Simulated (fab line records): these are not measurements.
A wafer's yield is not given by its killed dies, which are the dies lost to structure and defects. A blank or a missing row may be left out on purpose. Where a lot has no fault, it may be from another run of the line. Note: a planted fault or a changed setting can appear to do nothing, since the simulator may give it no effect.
Comparing a struck lot with a sound one	flow ritCmos	26 out of 202 route steps
Sound: these wafers, L885.1, L885.4, L885.5. Wafers L890.3, L890.4, L890.5 were the ones struck. The cause comes at the end.
Each step with rows lists, per side, the tool, then ch with its chambers, then its first start. Under that, the readings that differ: sound wafers	struck wafers	difference of the means	sigmas: that difference in standard deviations of wafers without a fault.
alike: readings with means less than 2 such deviations apart, plus words and numbers identical on both sides. not compared: withheld readings, readings lacking a value on some wafer, bounds such as >300 that could conceal the same value, and numbers that have no deviation in the record and whose values overlap.
Wherever a step has rows on one side only, a row that says differs or no value, or a row with sigmas, the two part there. When numbers do not overlap yet have no deviation, they are printed without sigmas and do not part them. Lack of a reading on every wafer of one side parts them only where that side has two or more wafers.

first, 1 step without rows for these wafers: RIT_SPACER_CVD_03 (deposits Si3N4 from SiH2Cl2/NH3, target thk 250 nm, time 3300 s).
RIT_SPACER_THK_MEAS_04:
  sound: filmMetro-01 at day 3 06:49; struck: filmMetro-03 at day 4 10:07
  alike: SPACER_NITRIDE_THK
RIT_SPACER_ETCHBACK_05: etches Si3N4 in SF6/CHF3, stops on SiO2, target depth 250 nm, time 240 s.
  sound on rieDiel-02 ch 0,1, day 3 06:52; struck on rieDiel-02 ch 0,1, day 4 10:10
  alike: drypumpMotorCurrentA, oesProductAu, throttleValvePct
  not compared: rfHoursCounterH
then, 6 steps without rows for these wafers: RIT_NSD_HMDS_00 (prime time 60 s); RIT_NSD_COAT_01 (resist thk 1000 nm); RIT_NSD_SOFTBAKE_02 (time 60 s); RIT_NSD_EXPOSE_03 (exposes mask M9, target cd 40700 nm); RIT_NSD_PEB_04; RIT_NSD_DEVELOP_05 (develop time 50 s).
RIT_NSD_OVL_MEAS_06:
  sound: overlay-01 at day 3 07:54; struck: overlay-02 at day 4 11:20
  alike: NSD_OVL
then, 2 steps without rows for these wafers: RIT_NSD_HARDBAKE_07 (time 60 s); RIT_NSD_IMPLANT_08.
RIT_NSD_STRIP_09: strips in O2, time 180 s.
  sound on plasmaAsher-04 ch 1, day 3 08:14; struck on plasmaAsher-02 ch 0,1, day 4 11:43
  no value came back on the struck wafers for chamberPressureMTorr (mTorr), drypumpMotorCurrentA (A), o2FlowSccm (sccm); on the sound wafers chamberPressureMTorr (mTorr) reads 3998 4004 4003
reading	sound	struck	difference	sigmas
model.NOVOLAK_of_NSD_COAT_01.thkNm (nm)	0 0 0	884.4 886.2 879.7	+883.4	
  not compared: rfHoursCounterH
RIT_NSD_TW_MEAS_10:
  sound: filmMetro-04 at day 3 08:25; struck: filmMetro-01 at day 4 11:52
  alike: NSD_TW
then, 6 steps without rows for these wafers: RIT_PSD_HMDS_00 (prime time 60 s); RIT_PSD_COAT_01 (resist thk 1000 nm); RIT_PSD_SOFTBAKE_02 (time 60 s); RIT_PSD_EXPOSE_03 (exposes mask M10, target cd 40900 nm); RIT_PSD_PEB_04; RIT_PSD_DEVELOP_05 (develop time 50 s).
RIT_PSD_OVL_MEAS_06:
  sound: overlay-02 at day 3 09:27; struck: overlay-01 at day 4 12:53
reading	sound	struck	difference	sigmas
PSD_OVL (nm)	-4.0 -3.7 -3.6	0.7 -1.5 0.1	+3.5	+2
then, 2 steps without rows for these wafers: RIT_PSD_HARDBAKE_07 (time 60 s); RIT_PSD_IMPLANT_08.
RIT_PSD_STRIP_09: strips in O2, time 180 s.
  sound on plasmaAsher-04 ch 1, day 3 09:54; struck on plasmaAsher-02 ch 0,1, day 4 13:16
  alike: chamberPressureMTorr, drypumpMotorCurrentA, o2FlowSccm
  not compared: rfHoursCounterH
RIT_PSD_TW_MEAS_10:
  sound: filmMetro-04 at day 3 10:04; struck: filmMetro-03 at day 4 13:24
reading	sound	struck	difference	sigmas
PSD_TW	3398 3412 3393	30 30 30	-3371	-94
then, 1 step without rows for these wafers: RIT_SDANNEAL_CLEAN_00 (cleans in SC1, time 600 s).

WHERE THEY PART
Last at RIT_PSD_TW_MEAS_10 as far as this record goes, first at RIT_NSD_STRIP_09.

WHY: the cause the simulator had injected
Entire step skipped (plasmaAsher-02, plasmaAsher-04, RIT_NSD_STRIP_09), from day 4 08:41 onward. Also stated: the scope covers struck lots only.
